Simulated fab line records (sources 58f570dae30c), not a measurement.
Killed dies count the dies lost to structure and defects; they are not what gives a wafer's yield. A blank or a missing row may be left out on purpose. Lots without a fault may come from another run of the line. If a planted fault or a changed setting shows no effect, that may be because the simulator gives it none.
fab line records    flow berkeley_cmos170    part 1 of 2: steps 1 to 40 of 44
[record] lots = 6  wafers = 18  last_day = 11
route steps=331 shown CONTACT@226 M1@238 V1@254 M3@331
lots that met no fault: from a run of the same line without faults
start_h: hours from the record's opening day to when the first of the lot's shown wafers began    wait_h: time in hours since the lot's previous step    " unchanged from the row above    L1.1+2: one row covering several wafers at once    - value missing, or start not given    * or withheld: withheld    < > ~ a bound
route shown NAME@n: a module of which the file shows steps, and the number in the route of the first    usual: the fault-free wafers' mean and standard deviation    same: alike in all rows    chamber/n: place in a boat    sites: each site's reading    _std_site: the values' standard deviation    _edge_site: outer sites' mean less inner sites'    radius_mm: for every site, how far away it sits from the centre of the wafer    mask NAME#n: copy n    behind: the tool/chamber that last shaped the wafer    hold: the reason the lot was held/the length of the hold in hours/how it ended    device: names the non-switching transistor (n, p or np)    end of line: tests run on the same wafers once the route is complete    a step with no rows: only its recipe    killed: at the first sort, the dies lost to defects and structure; wafer yield is something else    map: per-die view of a wafer (x killed, . not killed, _ where there is no die)
set.NAME: the setting the step ran with; set.NAME@STEP: the setting that earlier step ran with    model.NAME: the simulator's own value behind a step, which no gauge read
a table for each step, a row for each wafer; lots at some steps of the route
services: from which hour (start_h, from the record's first day; less than 0 if before it) a tool's chamber was out of use, for how many hours, and why
[[steps]]
[step UCB170_CONTACT_COAT_10]
[recipe] resist = KrF  spin_rpm = 1500  resist_thk_nm = 900
[step UCB170_CONTACT_SOFTBAKE_11]
[recipe] resist = KrF  temp_c = 131.1  time_s = 60
[step UCB170_CONTACT_EXPOSE_12]
[recipe] mask_id = CONT  target_cd_nm = 700  na = 0.5  sigma_outer = 0.6  source_shape = conventional  dose_mj = 35
[step UCB170_CONTACT_PEB_13]
[recipe] peb_temp_c = 130  peb_time_s = withheld  resist = KrF
[step UCB170_CONTACT_DEVELOP_14]
[recipe] developer = TMAH  develop_time_s = 45  resist = KrF  dev_temp_c = 21
[step UCB170_CONTACT_CD_MEAS_15]
[recipe] target_cd_nm = 700
[usual] cd_nm = 699.7/1.3
lot.wafer  tool       chamber  start_h  wait_h  cd_nm
L996.4     cd_sem-02  -        158.52   -       698.6
L996.5     "          -        "        "       698.3
L996.6     "          -        "        "       699.3
L104.2     cd_sem-01  -        196.17   -       699.0
L104.3     "          -        "        "       698.9
L104.6     "          -        "        "       699.4
L111.2     cd_sem-02  -        220.19   -       700.3
L111.3     "          -        "        "       700.6
L111.4     "          -        "        "       701.1
L110.1     cd_sem-01  -        221.66   -       700.9
L110.4     "          -        "        "       699.4
L110.5     "          -        "        "       699.5
L114.1     cd_sem-01  -        222.34   -       698.1
L114.3     "          -        "        "       698.3
L114.6     "          -        "        "       697.6
L119.1     cd_sem-02  -        242.32   -       697.8
L119.4     "          -        "        "       698.3
L119.5     "          -        "        "       697.8
[step UCB170_CONTACT_OVL_MEAS_16]
[usual] CONTACT_OVL = -2/5.8
lot.wafer  tool        chamber  start_h  wait_h  CONTACT_OVL[nm]
L996.4     overlay-02  -        158.59   0.1     1
L996.5     "           -        "        "       -2
L996.6     "           -        "        "       -1
L104.2     overlay-02  -        196.28   0.1     -1
L104.3     "           -        "        "       1
L104.6     "           -        "        "       2
L111.2     overlay-01  -        220.29   0.1     7
L111.3     "           -        "        "       7
L111.4     "           -        "        "       11
L110.1     overlay-02  -        221.78   0.1     -5
L110.4     "           -        "        "       -9
L110.5     "           -        "        "       -8
L114.1     overlay-02  -        222.46   0.1     0
L114.3     "           -        "        "       -2
L114.6     "           -        "        "       -1
L119.1     overlay-01  -        242.44   0.1     0
L119.4     "           -        "        "       4
L119.5     "           -        "        "       3
[step UCB170_CONTACT_ETCH_17]
[recipe] chemistry = N2/H2  target_depth_a = withheld  overetch_a = withheld  target = BARC  time_s = withheld  source_w = 500  bias_w = 100  pressure_mtorr = 30  n2_flow_sccm = 100  h2_flow_sccm = 200
[usual] drypump_motor_current_A = 5.5/0.33  oes_product_au = 0.998/0.019  throttle_valve_pct = 13.30/0.22
lot.wafer  tool         chamber  start_h  wait_h  drypump_motor_current_A  oes_product_au  throttle_valve_pct
L996.4     rie_diel-01  1        158.61   0.0     5.9                      0.990           13.06
L996.5     "            0        "        "       5.4                      0.973           13.23
L996.6     "            1        "        "       5.9                      0.986           13.07
L104.2     rie_diel-04  3        196.31   0.0     5.2                      1.014           13.44
L104.3     "            2        "        "       5.8                      1.004           13.68
L104.6     "            2        "        "       5.8                      0.998           13.67
L111.2     rie_diel-04  2        220.32   0.0     5.8                      1.001           13.69
L111.3     "            0        "        "       5.9                      0.988           13.55
L111.4     "            3        "        "       5.2                      1.019           13.41
L110.1     rie_diel-03  2        221.81   0.0     5.2                      0.998           13.21
L110.4     "            0        "        "       5.4                      0.971           13.06
L110.5     "            2        "        "       5.2                      0.992           13.20
L114.1     rie_diel-04  2        222.50   0.0     5.8                      1.006           13.70
L114.3     "            0        "        "       5.9                      0.985           13.54
L114.6     "            1        "        "       5.4                      1.003           13.27
L119.1     rie_diel-01  2        242.48   0.0     6.2                      1.012           13.45
L119.4     "            1        "        "       5.9                      0.978           13.07
L119.5     "            2        "        "       6.2                      1.008           13.45
[step UCB170_CONTACT_ETCH_18]
[recipe] chemistry = CHF3/CF4/Ar  target = PSG  stop_on = TiSi2  CHF3_flow_sccm = 45  cf4_flow_sccm = 15  Ar_flow_sccm = 150  pressure_mtorr = 200  rf_w = 700  target_depth_a = 8400  over_etch_frac = 0.2  time_s = 195
[usual] cf4_flow_sccm = 14.99/0.04  drypump_motor_current_A = 5.5/0.33  oes_product_au = 0.896/0.014  throttle_valve_pct = 6.91/0.13
lot.wafer  tool         chamber  start_h  wait_h  cf4_flow_sccm  drypump_motor_current_A  oes_product_au  rf_hours_counter_h  throttle_valve_pct
L996.4     rie_diel-01  1        -        -       15.01          5.9                      0.901           69                  6.75
L996.5     "            0        "        "       14.99          5.5                      0.875           -                   6.89
L996.6     "            1        "        "       15.03          5.9                      0.901           -                   6.75
L104.2     rie_diel-04  3        -        -       15.03          5.2                      0.894           22                  6.96
L104.3     "            2        "        "       14.95          5.8                      0.889           77                  7.14
L104.6     "            2        "        "       15.01          5.8                      0.894           -                   7.13
L111.2     rie_diel-04  2        -        -       15.01          5.8                      0.883           78                  7.15
L111.3     "            0        "        "       14.94          5.8                      0.870           1                   7.09
L111.4     "            3        "        "       14.99          5.2                      0.893           24                  6.95
L110.1     rie_diel-03  2        -        -       14.97          5.2                      0.901           21                  6.92
L110.4     "            0        "        "       14.96          5.4                      0.886           63                  6.76
L110.5     "            2        "        "       14.97          5.2                      0.894           -                   6.92
L114.1     rie_diel-04  2        -        -       14.92          5.8                      0.888           78                  7.14
L114.3     "            0        "        "       15.01          5.9                      0.871           1                   7.09
L114.6     "            1        "        "       14.95          5.3                      0.893           -                   6.94
L119.1     rie_diel-01  2        -        -       14.96          6.2                      0.906           4                   6.94
L119.4     "            1        "        "       15.04          5.9                      0.907           73                  6.76
L119.5     "            2        "        "       15.05          6.2                      0.897           -                   6.93
[step UCB170_CONTACT_STRIP_19]
[recipe] chemistry = O2  power_w = 400  pressure_mtorr = 3500  platen_temp_c = withheld  o2_flow_sccm = 400  overash_fraction = 0.5
[step UCB170_CONTACT_CD_MEAS_90]
[recipe] target_cd_nm = 700
[usual] cd_nm = 699.8/1.4
lot.wafer  tool       chamber  start_h  wait_h  cd_nm
L996.4     cd_sem-01  -        158.94   0.1     697.6
L996.5     "          -        "        "       697.4
L996.6     "          -        "        "       698.3
L104.2     cd_sem-02  -        196.59   0.1     699.5
L104.3     "          -        "        "       700.3
L104.6     "          -        "        "       700.3
L111.2     cd_sem-01  -        220.64   0.1     701.2
L111.3     "          -        "        "       700.0
L111.4     "          -        "        "       701.2
L110.1     cd_sem-01  -        222.08   0.1     700.0
L110.4     "          -        "        "       698.9
L110.5     "          -        "        "       699.0
L114.1     cd_sem-01  -        222.76   0.1     698.4
L114.3     "          -        "        "       697.4
L114.6     "          -        "        "       697.7
L119.1     cd_sem-01  -        242.77   0.1     698.6
L119.4     "          -        "        "       697.6
L119.5     "          -        "        "       698.8
[step UCB170_CONTACT_CLEAN_20]
[recipe] chemistry = SPM  temp_c = 120  time_s = 600
[step UCB170_M1_SPUTTER_00]
[recipe] material = Al  target_thk_nm = 600  time_s = 80  power_w = 6000  chamber_pressure_pa = 0.5
[usual] throttle_valve_pct = 30.0/0.81
lot.wafer  tool            chamber  start_h  wait_h  throttle_valve_pct  model.Al_of_M1_SPUTTER_00.thk_nm
L996.4     pvd_sputter-03  -        160.79   0.0     28.7                608.9
L996.5     "               -        "        "       29.4                603.3
L996.6     "               -        "        "       28.5                613.7
L104.2     pvd_sputter-02  -        196.87   0.0     29.5                596.2
L104.3     "               -        "        "       31.0                584.6
L104.6     "               -        "        "       29.5                597.9
L111.2     pvd_sputter-01  -        220.93   0.0     31.5                599.8
L111.3     "               -        "        "       30.1                603.5
L111.4     "               -        "        "       28.6                592.4
L110.1     pvd_sputter-03  -        222.39   0.0     30.2                436
L110.4     "               -        "        "       29.4                432.1
L110.5     "               -        "        "       28.9                441.1
L114.1     pvd_sputter-03  -        225.24   0.0     29.4                425.8
L114.3     "               -        "        "       28.8                426.2
L114.6     "               -        "        "       30.6                425.2
L119.1     pvd_sputter-02  -        243.07   0.0     30.8                591.7
L119.4     "               -        "        "       31.0                595.6
L119.5     "               -        "        "       30.5                591
[step UCB170_M1_RS_MEAS_01]
[recipe] thk_meas_gauge = four-point-probe  reads = Al_of_M1_SPUTTER_00
[usual] M1_AL_RS = 0.0485/0.00055
lot.wafer  tool           chamber  start_h  wait_h  M1_AL_RS[ohm/sq]
L996.4     film_metro-01  -        160.92   0.1     0.0478
L996.5     "              -        "        "       0.0482
L996.6     "              -        "        "       0.0474
L104.2     film_metro-01  -        196.95   0.1     0.0488
L104.3     "              -        "        "       0.0498
L104.6     "              -        "        "       0.0486
L111.2     film_metro-01  -        221.01   0.1     0.0485
L111.3     "              -        "        "       0.0482
L111.4     "              -        "        "       0.0492
L110.1     film_metro-03  -        222.45   0.0     0.0672
L110.4     "              -        "        "       0.0678
L110.5     "              -        "        "       0.0666
L114.1     film_metro-02  -        225.30   0.0     0.0689
L114.3     "              -        "        "       0.0689
L114.6     "              -        "        "       0.0689
L119.1     film_metro-01  -        243.13   0.0     0.0491
L119.4     "              -        "        "       0.0488
L119.5     "              -        "        "       0.0492
[step UCB170_M1_THK_MEAS_02]
[recipe] thk_meas_gauge = xrf  reads = Al_of_M1_SPUTTER_00
[usual] M1_AL_THK = 607/7
lot.wafer  tool           chamber  start_h  wait_h  M1_AL_THK[nm]
L996.4     film_metro-01  -        161.01   0.1     619
L996.5     "              -        "        "       616
L996.6     "              -        "        "       625
L104.2     film_metro-01  -        197.06   0.1     607
L104.3     "              -        "        "       596
L104.6     "              -        "        "       608
L111.2     film_metro-01  -        221.12   0.1     608
L111.3     "              -        "        "       614
L111.4     "              -        "        "       601
L110.1     film_metro-03  -        222.57   0.1     437
L110.4     "              -        "        "       434
L110.5     "              -        "        "       442
L114.1     film_metro-02  -        225.42   0.1     430
L114.3     "              -        "        "       431
L114.6     "              -        "        "       430
L119.1     film_metro-01  -        243.25   0.1     605
L119.4     "              -        "        "       603
L119.5     "              -        "        "       605
[step UCB170_M1_COAT_03]
[recipe] resist = BARC  temp_c = withheld  time_s = withheld  spin_rpm = 3000  resist_thk_nm = withheld
[step UCB170_M1_COAT_04]
[recipe] resist = KrF  spin_rpm = 1474  resist_thk_nm = 900
[step UCB170_M1_SOFTBAKE_05]
[recipe] resist = KrF  temp_c = 130  time_s = 60
[step UCB170_M1_EXPOSE_06]
[recipe] mask_id = METAL1  target_cd_nm = 700  na = 0.5  sigma_outer = 0.6  source_shape = conventional  dose_mj = 21
[step UCB170_M1_PEB_07]
[recipe] peb_temp_c = 130  peb_time_s = withheld  resist = KrF
[step UCB170_M1_DEVELOP_08]
[recipe] developer = TMAH  develop_time_s = 45  resist = KrF  dev_temp_c = 21
[step UCB170_M1_CD_MEAS_09]
[recipe] target_cd_nm = 700
[usual] cd_nm = 700.5/1.6
lot.wafer  tool       chamber  start_h  wait_h  cd_nm
L996.4     cd_sem-01  -        163.09   -       698.9
L996.5     "          -        "        "       699.4
L996.6     "          -        "        "       699.6
L104.2     cd_sem-02  -        198.57   -       700.7
L104.3     "          -        "        "       701.3
L104.6     "          -        "        "       701.1
L111.2     cd_sem-02  -        223.06   -       700.3
L111.3     "          -        "        "       700.0
L111.4     "          -        "        "       700.1
L110.1     cd_sem-02  -        223.77   -       700.1
L110.4     "          -        "        "       700.9
L110.5     "          -        "        "       702.4
L114.1     cd_sem-01  -        227.09   -       701.1
L114.3     "          -        "        "       701.0
L114.6     "          -        "        "       700.2
L119.1     cd_sem-02  -        244.46   -       698.9
L119.4     "          -        "        "       698.5
L119.5     "          -        "        "       700.6
[step UCB170_M1_OVL_MEAS_10]
[usual] M1_OVL = 3/5
lot.wafer  tool        chamber  start_h  wait_h  M1_OVL[nm]
L996.4     overlay-01  -        163.17   0.1     -5
L996.5     "           -        "        "       -4
L996.6     "           -        "        "       -7
L104.2     overlay-01  -        198.68   0.1     10
L104.3     "           -        "        "       3
L104.6     "           -        "        "       6
L111.2     overlay-01  -        223.16   0.1     0
L111.3     "           -        "        "       -1
L111.4     "           -        "        "       5
L110.1     overlay-02  -        223.89   0.1     9
L110.4     "           -        "        "       4
L110.5     "           -        "        "       11
L114.1     overlay-02  -        227.21   0.1     2
L114.3     "           -        "        "       3
L114.6     "           -        "        "       9
L119.1     overlay-01  -        244.58   0.1     1
L119.4     "           -        "        "       7
L119.5     "           -        "        "       0
[step UCB170_M1_ETCH_11]
[recipe] chemistry = N2/H2  target_depth_a = withheld  overetch_a = withheld  target = BARC  time_s = withheld  source_w = 500  bias_w = 100  pressure_mtorr = 30  n2_flow_sccm = 100  h2_flow_sccm = 200
[usual] drypump_motor_current_A = 5.58/0.27  oes_product_au = 1.003/0.018  throttle_valve_pct = 13.22/0.21
lot.wafer  tool         chamber  start_h  wait_h  drypump_motor_current_A  oes_product_au  throttle_valve_pct
L996.4     rie_diel-02  3        163.21   0.0     5.41                     1.037           13.14
L996.5     "            0        "        "       5.74                     0.988           13.08
L996.6     "            2        "        "       6.19                     1.012           12.98
L104.2     rie_diel-02  0        198.71   0.0     5.68                     1.001           13.06
L104.3     "            3        "        "       5.44                     1.035           13.13
L104.6     "            0        "        "       5.70                     0.995           13.06
L111.2     rie_diel-03  1        223.19   0.0     6.00                     1.043           13.29
L111.3     "            3        "        "       5.58                     0.988           12.96
L111.4     "            2        "        "       5.20                     1.000           13.21
L110.1     rie_diel-03  2        223.93   0.0     5.20                     0.991           13.21
L110.4     "            0        "        "       5.43                     0.975           13.05
L110.5     "            0        "        "       5.46                     0.974           13.05
L114.1     rie_diel-04  0        227.25   0.0     5.87                     0.991           13.55
L114.3     "            2        "        "       5.79                     1.008           13.68
L114.6     "            2        "        "       5.81                     1.007           13.71
L119.1     rie_diel-02  1        244.62   0.0     5.63                     0.997           13.20
L119.4     "            3        "        "       5.43                     1.030           13.13
L119.5     "            1        "        "       5.68                     0.995           13.19
[step UCB170_M1_METAL_ETCH_12]
[recipe] chemistry = Cl2/BCl3  target = Al  stop_on = PSG  pressure_mtorr = 12  target_depth_a = 7800  over_etch_frac = 0.3  time_s = 130  icp_w = 600  bias_w = 120  Cl2_flow_sccm = 90  bcl3_flow_sccm = 45
[usual] drypump_motor_current_A = 5.8/0.51  mfc_cl2_sccm = 90.04/0.27  oes_product_au = 0.853/0.012  throttle_valve_pct = 24.34/0.11
lot.wafer  tool          chamber  start_h  wait_h  drypump_motor_current_A  mfc_cl2_sccm  oes_product_au  rf_hours_counter_h  throttle_valve_pct
L996.4     rie_metal-01  1        163.27   -       6.0                      90.36         0.850           -                   24.22
L996.5     "             1        "        "       6.0                      90.31         0.838           -                   24.21
L996.6     "             0        "        "       5.9                      90.12         0.837           -                   24.53
L104.2     rie_metal-02  0        198.75   -       5.5                      90.44         0.846           9                   24.45
L104.3     "             0        "        "       5.5                      90.35         0.850           -                   24.46
L104.6     "             1        "        "       4.9                      89.75         0.867           -                   24.45
L111.2     rie_metal-02  1        223.24   -       4.9                      89.61         0.867           5                   24.44
L111.3     "             0        "        "       5.5                      89.57         0.855           -                   24.46
L111.4     "             1        "        "       4.9                      89.67         0.852           -                   24.44
L110.1     rie_metal-01  0        223.97   -       5.9                      90.10         0.697           4                   24.58
L110.4     "             0        "        "       5.8                      90.10         0.699           -                   24.62
L110.5     "             0        "        "       5.9                      90.03         0.713           -                   24.60
L114.1     rie_metal-01  0        227.29   -       5.9                      90.34         0.701           4                   24.59
L114.3     "             1        "        "       6.0                      90.17         0.701           -                   24.28
L114.6     "             0        "        "       5.9                      90.12         0.684           -                   24.59
L119.1     rie_metal-04  0        244.66   -       6.5                      89.78         0.845           3                   24.29
L119.4     "             0        "        "       6.4                      90.03         0.850           -                   24.27
L119.5     "             1        "        "       5.8                      89.53         0.848           -                   24.23
[step UCB170_M1_STRIP_13]
[recipe] chemistry = O2  power_w = 400  pressure_mtorr = 3500  platen_temp_c = withheld  o2_flow_sccm = 400  overash_fraction = 0.5
[step UCB170_M1_CD_MEAS_90]
[recipe] target_cd_nm = 700
[usual] cd_nm = 700.9/2.1
lot.wafer  tool       chamber  start_h  wait_h  cd_nm
L996.4     cd_sem-02  -        163.52   0.1     698.3
L996.5     "          -        "        "       699.0
L996.6     "          -        "        "       701.0
L104.2     cd_sem-01  -        199.01   0.1     700.4
L104.3     "          -        "        "       701.4
L104.6     "          -        "        "       701.8
L111.2     cd_sem-01  -        223.49   0.1     699.7
L111.3     "          -        "        "       699.7
L111.4     "          -        "        "       701.3
L110.1     cd_sem-01  -        224.30   0.2     698.6
L110.4     "          -        "        "       701.1
L110.5     "          -        "        "       701.1
L114.1     cd_sem-01  -        227.52   0.1     699.9
L114.3     "          -        "        "       699.4
L114.6     "          -        "        "       700.4
L119.1     cd_sem-02  -        244.89   0.1     702.6
L119.4     "          -        "        "       701.9
L119.5     "          -        "        "       701.7
[step UCB170_M1_ANNEAL_14]
[recipe] temp_c = 400  time_s = 1200  ambient = forming_gas
[step UCB170_V1_CVD_00]
[recipe] material = SiO2  target_thk_nm = 2000  temp_c = 390  precursor = TEOS/O2  time_s = 250  rf_w = 550  pressure_mtorr = 9000
[usual] heater_power_w = 266/52
lot.wafer  tool      chamber  start_h  wait_h  heater_power_w
L996.4     pecvd-01  1        166.79   0.1     262
L996.5     "         2        "        "       217
L996.6     "         0        "        "       379
L104.2     pecvd-01  1        205.11   0.0     286
L104.3     "         0        "        "       386
L104.6     "         1        "        "       366
L110.1     pecvd-01  0        227.56   0.0     366
L110.4     "         1        "        "       360
L110.5     "         2        "        "       214
L111.2     pecvd-03  0        227.56   0.0     208
L111.3     "         2        "        "       265
L111.4     "         0        "        "       282
L114.1     pecvd-03  1        233.03   0.0     190
L114.3     "         0        "        "       251
L114.6     "         1        "        "       261
L119.1     pecvd-03  1        248.56   0.0     212
L119.4     "         0        "        "       201
L119.5     "         2        "        "       319
[step UCB170_V1_THK_MEAS_01]
[recipe] reads = SiO2_of_V1_CVD_00
[usual] V1_TEOS_THK = 2003/25
lot.wafer  tool           chamber  start_h  wait_h  V1_TEOS_THK[nm]
L996.4     film_metro-04  -        166.90   0.0     2068
L996.5     "              -        "        "       2030
L996.6     "              -        "        "       2017
L104.2     film_metro-01  -        205.28   0.1     2025
L104.3     "              -        "        "       2008
L104.6     "              -        "        "       2041
L110.1     film_metro-03  -        227.72   0.1     1951
L110.4     "              -        "        "       2023
L110.5     "              -        "        "       2009
L111.2     film_metro-04  -        227.73   0.1     2000
L111.3     "              -        "        "       1967
L111.4     "              -        "        "       2020
L114.1     film_metro-04  -        233.18   0.1     1996
L114.3     "              -        "        "       1976
L114.6     "              -        "        "       2007
L119.1     film_metro-04  -        248.72   0.1     1984
L119.4     "              -        "        "       2027
L119.5     "              -        "        "       1992
[step UCB170_V1_CMP_02]
[recipe] material = SiO2  down_force_psi = 6  platen_rpm = 60  pad_velocity_m_s = 0.75398
[usual] edge_zone_pressure_frac = 1.000/0.0052  motor_current_A = 16.3/1.3
lot.wafer  tool    chamber  start_h  wait_h  edge_zone_pressure_frac  motor_current_A
L996.4     cmp-02  3        167.03   0.1     0.997                    16.4
L996.6     "       1        "        "       0.991                    14.4
L996.5     "       2        "        "       0.998                    17.7
L104.3     cmp-02  2        205.38   0.1     0.999                    17.5
L104.2     "       0        "        "       0.999                    16.8
L104.6     "       1        "        "       0.993                    13.9
L110.1     cmp-02  1        227.78   0.1     1.005                    14.5
L110.4     "       2        "        "       1.001                    17.3
L110.5     "       2        "        "       0.995                    17.3
L111.4     cmp-01  3        227.83   0.1     1.008                    17.1
L111.2     "       0        "        "       0.993                    14.3
L111.3     "       1        "        "       1.004                    15.3
L114.3     cmp-01  0        233.59   0.4     0.997                    14.6
L114.1     "       2        "        "       1.004                    16.4
L114.6     "       0        "        "       0.999                    14.5
L119.4     cmp-02  0        249.08   0.3     0.993                    17.9
L119.1     "       2        "        "       1.004                    17.1
L119.5     "       1        "        "       0.984                    14.5
[step UCB170_V1_BOW_MEAS_03]
[recipe] mode = bow
[usual] V1_BOW = 17/6.2
lot.wafer  tool           chamber  start_h  wait_h  V1_BOW[um]
L996.4     film_metro-01  -        167.29   0.2     15
L996.5     "              -        "        "       8
L996.6     "              -        "        "       26
L104.2     film_metro-01  -        205.65   0.1     9
L104.3     "              -        "        "       17
L104.6     "              -        "        "       20
L111.2     film_metro-03  -        228.16   0.2     15
L111.3     "              -        "        "       17
L111.4     "              -        "        "       15
L110.1     film_metro-04  -        228.26   0.4     24
L110.4     "              -        "        "       35
L110.5     "              -        "        "       29
L114.1     film_metro-03  -        233.84   0.1     9
L114.3     "              -        "        "       23
L114.6     "              -        "        "       13
L119.1     film_metro-04  -        249.38   0.1     16
L119.4     "              -        "        "       9
L119.5     "              -        "        "       9
[step UCB170_V1_THK_MEAS_04]
[recipe] reads = SiO2_of_V1_CVD_00
[usual] V1_POLISHED_THK = 999.5/1.4
lot.wafer  tool           chamber  start_h  wait_h  V1_POLISHED_THK[nm]
L996.4     film_metro-01  -        167.38   0.1     999.8
L996.5     "              -        "        "       998.9
L996.6     "              -        "        "       1001.3
L104.2     film_metro-01  -        205.76   0.1     998.7
L104.3     "              -        "        "       998.3
L104.6     "              -        "        "       1001.4
L111.2     film_metro-03  -        228.27   0.1     996.3
L111.3     "              -        "        "       997.2
L111.4     "              -        "        "       998.3
L110.1     film_metro-04  -        228.38   0.1     1000.3
L110.4     "              -        "        "       999.4
L110.5     "              -        "        "       998.6
L114.1     film_metro-03  -        233.96   0.1     999.5
L114.3     "              -        "        "       999.7
L114.6     "              -        "        "       997.9
L119.1     film_metro-04  -        249.50   0.1     998.2
L119.4     "              -        "        "       998.5
L119.5     "              -        "        "       1001.6
[step UCB170_V1_CLEAN_05]
[recipe] chemistry = DIW
[step UCB170_V1_HMDS_06]
[recipe] prime_time_s = 60  prime_temp_c = 100
[step UCB170_V1_COAT_07]
[recipe] resist = KrF  spin_rpm = 1500  resist_thk_nm = 900
[step UCB170_V1_SOFTBAKE_08]
[recipe] resist = KrF  temp_c = 130  time_s = 60
[step UCB170_V1_EXPOSE_09]
[recipe] mask_id = VIA1  target_cd_nm = 700  na = 0.5  sigma_outer = 0.6  source_shape = conventional  dose_mj = 37
[step UCB170_V1_PEB_10]
[recipe] peb_temp_c = 130  peb_time_s = withheld  resist = KrF
[step UCB170_V1_DEVELOP_11]
[recipe] developer = TMAH  develop_time_s = 45  resist = KrF  dev_temp_c = 21
[[key]]
[first_sign] step = UCB170_M1_RS_MEAS_01  reading = M1_AL_RS  direction = up  sigmas = 35  usual = 0.0485  struck = 0.0680
[effect] step = UCB170_M1_THK_MEAS_02  reading = M1_AL_THK  direction = down  sigmas = 25  usual = 607  struck = 434
[effect] step = UCB170_M1_METAL_ETCH_12  reading = oes_product_au  direction = down  sigmas = 13  usual = 0.853  struck = 0.699
[model_effect] step = UCB170_M1_SPUTTER_00  value = Al_of_M1_SPUTTER_00.thk_nm  without = 602  struck = 431.1
[model_effect] step = UCB170_V1_ETCH_14  value = Al_of_M1_SPUTTER_00.thk_nm  without = 604.3  struck = 433.3
[model_effect] step = UCB170_M3_PROBE_99  value = etest.m1.rs_ohm_sq  without = 0.04816  struck = 0.06727
met_at UCB170_M1_SPUTTER_00
struck_wafers L110.1,L110.4,L110.5,L114.1,L114.3,L114.6
onset_between 160.79 222.39
[fault] kind = process_parameter_drift  tool = pvd_sputter-03  chamber = -  onset_h = 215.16  steps = UCB170_M1_SPUTTER_00  channel = target_thk_nm  offset = -170.99  shape = step  end_h = 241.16  acts_in = these_recipes_only  stated = 600
